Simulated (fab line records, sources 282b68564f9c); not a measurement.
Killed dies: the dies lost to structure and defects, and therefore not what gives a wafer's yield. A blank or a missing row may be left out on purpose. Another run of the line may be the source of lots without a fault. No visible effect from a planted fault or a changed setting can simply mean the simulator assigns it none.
Comparing a struck lot with a sound one / flow rit_cmos / 14 out of 202 route steps
Sound: these wafers, L296.2, L296.3, L296.5. Struck: wafers L305.1, L305.4, L305.6. The cause is named last.
Each step with rows lists, per side, the tool, then ch with its chambers, then its first start. Under that, the readings that differ: sound wafers / struck wafers / difference of the means / sigmas: that difference in standard deviations of wafers without a fault.
alike: readings with means less than 2 such deviations apart, plus words and numbers identical on both sides. not compared: withheld readings, readings lacking a value on some wafer, bounds such as >300 that could conceal the same value, and numbers that have no deviation in the record and whose values overlap.
The two part at a step that has a row with sigmas, a row that says differs or no value, or rows on one side only. Non-overlapping numbers with no deviation appear without sigmas and do not part them. A reading that every wafer of one side lacks parts them only if that side has two wafers or more.

first, 2 steps without rows for these wafers: RIT_NSD_PEB_04; RIT_NSD_DEVELOP_05 (develop time 50 s).
RIT_NSD_OVL_MEAS_06:
  sound on overlay-01, day 3 22:28; struck on overlay-02, day 5 18:37
  alike: NSD_OVL
then, 2 steps without rows for these wafers: RIT_NSD_HARDBAKE_07 (time 60 s); RIT_NSD_IMPLANT_08.
RIT_NSD_STRIP_09: strips in O2, time 180 s.
  sound on plasma_asher-02 ch 1, day 3 22:53; struck on plasma_asher-02 ch 0,1, day 5 18:58
  alike: chamber_pressure_mTorr, drypump_motor_current_A, o2_flow_sccm
  not compared: rf_hours_counter_h
RIT_NSD_TW_MEAS_10:
  sound on film_metro-01, day 3 23:04; struck on film_metro-01, day 5 19:08
  alike: NSD_TW
then, 5 steps without rows for these wafers: RIT_PSD_HMDS_00 (prime time 60 s); RIT_PSD_COAT_01 (resist thk 1000 nm); RIT_PSD_SOFTBAKE_02 (time 60 s); RIT_PSD_EXPOSE_03 (exposes mask M10, target cd 40900 nm); RIT_PSD_PEB_04.
RIT_PSD_DEVELOP_05: develop time 50 s.
  sound on litho_track-01 ch 0, day 3 23:00; struck on litho_track-01, day 5 20:00
  no value came back on the struck wafers for chill_plate_temp_C (C), develop_time_s (s), exhaust_pa (Pa); on the sound wafers chill_plate_temp_C (C) reads 22.94 22.94 22.93
RIT_PSD_OVL_MEAS_06:
  sound on overlay-01, day 3 23:59; struck on overlay-02, day 5 20:10
reading=PSD_OVL (nm); sound=0.6 1.5 0.0; struck=- - -; difference=no value on the struck wafers; sigmas=

WHERE THEY PART
At RIT_PSD_DEVELOP_05 first; at RIT_PSD_OVL_MEAS_06 last (within this record only).

WHY: whatever the simulator had introduced
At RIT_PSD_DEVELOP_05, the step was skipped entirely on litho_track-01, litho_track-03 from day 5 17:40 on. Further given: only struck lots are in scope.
